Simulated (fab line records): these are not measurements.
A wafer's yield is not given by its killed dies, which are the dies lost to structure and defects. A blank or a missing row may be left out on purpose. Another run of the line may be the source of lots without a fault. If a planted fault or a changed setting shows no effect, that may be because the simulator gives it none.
2 desks, one fault / flow rit cmos / only its own numbers are on each desk; what lay behind them is given at the end

## THE TOOL OWNER'S DESK: litho track-01
At RIT_PWELL_SOFTBAKE_02 (time 60 s), the tool's own readings, given per lot that ran on this tool as the mean of the sampled wafers with a number. A lot is out of limits, marked OUT, if its mean lies more than 4 standard deviations from the usual mean; the brackets give that distance.
Columns: A = heater power total W at RIT_PWELL_SOFTBAKE_02, usual 34.56 W; B = resist line temp C at RIT_PWELL_SOFTBAKE_02, usual 22.99 C; C = run length s at RIT_PWELL_SOFTBAKE_02, usual 89.11 s
lot=L582; first seen here=day 2 03:49; A=34.58; B=23.21; C=89.05
lot=L586; first seen here=day 2 23:56; A=34.59; B=23.01; C=88.98
lot=L588; first seen here=day 3 13:15; A=34.50; B=22.89; C=89.03
lot=L592; first seen here=day 4 03:34; A=36.71 (+46) OUT; B=23.00; C=77.84 (-43) OUT
lot=L593; first seen here=day 4 09:47; A=36.65 (+44) OUT; B=23.11; C=77.66 (-44) OUT
This desk finds L592, L593 out of limits, L592 being first, at day 4 03:34 (heater power total W at RIT_PWELL_SOFTBAKE_02). L582, L586, L588 stayed within limits.

## METROLOGY DESK
What the gauges read, lot by lot, whatever tool the lot ran on: means of the sampled wafers that have a number. A lot is out of limits, marked OUT, if its mean lies more than 4 standard deviations from the usual mean; the brackets give that distance.
Columns: A = NWELL_OVL at RIT_NWELL_OVL_MEAS_06, usual 0.5 nm; B = NWELL_TW at RIT_NWELL_TW_MEAS_10, usual 2131; C = NWELL_RS at RIT_WELLDRIVE_RS_MEAS_01, usual 275.4 ohm/sq
lot=L582; first seen here=day 2 02:49; A=0.2; B=2138; C=274.9
lot=L584; first seen here=day 2 08:06; A=0.2; B=2134; C=275.7
lot=L585; first seen here=day 2 18:30; A=-0.2; B=2104; C=276.2
lot=L586; first seen here=day 2 22:58; A=1.1; B=2113; C=275.7
lot=L588; first seen here=day 3 12:16; A=2.4; B=2183; C=275.4
lot=L592; first seen here=day 4 02:22; A=1.5; B=2125; C=274.4
lot=L593; first seen here=day 4 08:48; A=1.5; B=2110; C=276.5
lot=L594; first seen here=day 4 11:27; A=1.1; B=2114; C=275.7
lot=L596; first seen here=day 4 20:14; A=0.5; B=2172; C=274.7
lot=L597; first seen here=day 5 00:29; A=0.2; B=2180; C=275.8
lot=L598; first seen here=day 5 06:34; A=2.2; B=2128; C=274.4
lot=L599; first seen here=day 5 09:50; A=-0.4; B=2116; C=275.5
lot=L601; first seen here=day 5 20:42; A=1.0; B=2178; C=275.7
lot=L602; first seen here=day 6 00:31; A=-0.5; B=2123; C=275.4
Result from this desk: across the 14 lots, nothing is out of limits.

## BROUGHT TOGETHER
On L592, L593, at day 4 03:34, an alarm was possible from the tool owner's desk.
From the metrology desk's view, nothing was out of limits.
The metrology desk holds a record of L592, L593, inside its limits.
RIT_PWELL_SOFTBAKE_02 was run on litho track-01 by each of the lots named.

## WHAT THE SIMULATOR PUT IN
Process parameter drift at RIT_PWELL_SOFTBAKE_02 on litho track-01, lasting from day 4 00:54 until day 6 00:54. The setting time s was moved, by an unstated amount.
Struck lots among those shown: L592, L593.
Delay in hours, fault start to first out-of-limits reading, by desk: the tool owner's desk at 3.
